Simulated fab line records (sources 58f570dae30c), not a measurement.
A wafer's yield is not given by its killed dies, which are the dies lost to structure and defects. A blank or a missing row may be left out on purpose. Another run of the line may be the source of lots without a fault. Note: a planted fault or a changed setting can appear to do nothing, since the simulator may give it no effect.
A lot that was struck, set against a sound lot    flow berkeley cmos170    19 steps out of a route of 331
Sound: the wafers L118.1, L118.3, L118.5. The struck wafers were L125.2, L125.3, L125.4. Last of all comes the cause.
At each step with rows: each side's tool, then ch and its chambers, then its first start. Under that, the readings that differ: sound wafers    struck wafers    difference of the means    sigmas: that difference in standard deviations of wafers without a fault.
alike: readings with means less than 2 such deviations apart, plus words and numbers identical on both sides. not compared: withheld readings, readings lacking a value on some wafer, bounds such as >300 that could conceal the same value, and numbers that have no deviation in the record and whose values overlap.
The two part at a step that has a row with sigmas, a row that says differs or no value, or rows on one side only. Numbers that have no deviation but don't overlap get no sigmas and don't part them. A reading that every wafer of one side lacks parts them only if that side has two wafers or more.

first, 5 steps without rows for these wafers: UCB170_PSD_COAT_01 (resist thk 900 nm); UCB170_PSD_SOFTBAKE_02 (time 60 s); UCB170_PSD_EXPOSE_03 (exposes mask PSELECT MOD, target cd 1200 nm); UCB170_PSD_PEB_04; UCB170_PSD_DEVELOP_05 (develop time 45 s).
UCB170_PSD_CD_MEAS_06: target cd 1200 nm.
  sound: cd sem-02 at day 7 22:17; struck: cd sem-02 at day 9 03:59
  alike: cd nm
UCB170_PSD_OVL_MEAS_07:
  sound: overlay-01 at day 7 22:24; struck: overlay-01 at day 9 04:05
  alike: PSD_OVL
following that, these wafers have no rows for 1 step: UCB170_PSD_IMPLANT_08.
UCB170_PSD_STRIP_09: strips in O2.
  sound on plasma asher-01 ch 0,1, day 7 22:35; struck on plasma asher-02 ch 0,1, day 9 04:16
  alike: drypump motor current A, oes product au, strip time to endpoint s
  not compared: rf hours counter h
UCB170_PSD_TW_MEAS_10:
  sound: film metro-03 at day 7 22:41; struck: film metro-01 at day 9 04:23
  alike: PSD_TW
then, 2 steps without rows for these wafers: UCB170_PSD_CLEAN_11 (cleans in SPM, time 600 s); UCB170_NSD_HMDS_00 (prime time 60 s).
UCB170_NSD_COAT_01: resist thk 900 nm.
  struck on litho track-01, day 9 06:28; sound on litho track-04 ch 0, day 7 23:46
  no value came back on the struck wafers for chill plate temp C (C), dispense pressure kPa (kPa); on the sound wafers chill plate temp C (C) reads 22.99 23.05 22.99
then, 4 steps without rows for these wafers: UCB170_NSD_SOFTBAKE_02 (time 60 s); UCB170_NSD_EXPOSE_03 (exposes mask NSELECT MOD, target cd 1200 nm); UCB170_NSD_PEB_04; UCB170_NSD_DEVELOP_05 (develop time 45 s).
UCB170_NSD_CD_MEAS_06: target cd 1200 nm.
  sound: cd sem-01 at day 8 00:38; struck: cd sem-02 at day 9 07:35
reading     sound                 struck  difference                     sigmas
cd nm (nm)  1200.6 1199.6 1200.9  - - -   no value on the struck wafers  
UCB170_NSD_OVL_MEAS_07:
  sound: overlay-02 at day 8 00:46; struck: overlay-01 at day 9 07:41
reading       sound     struck  difference                     sigmas
NSD_OVL (nm)  -3 -2 -7  - - -   no value on the struck wafers  

== WHERE THEY PART ==
At UCB170_NSD_COAT_01 first; at UCB170_NSD_OVL_MEAS_07 last (within this record only).

WHY: whatever the simulator had introduced
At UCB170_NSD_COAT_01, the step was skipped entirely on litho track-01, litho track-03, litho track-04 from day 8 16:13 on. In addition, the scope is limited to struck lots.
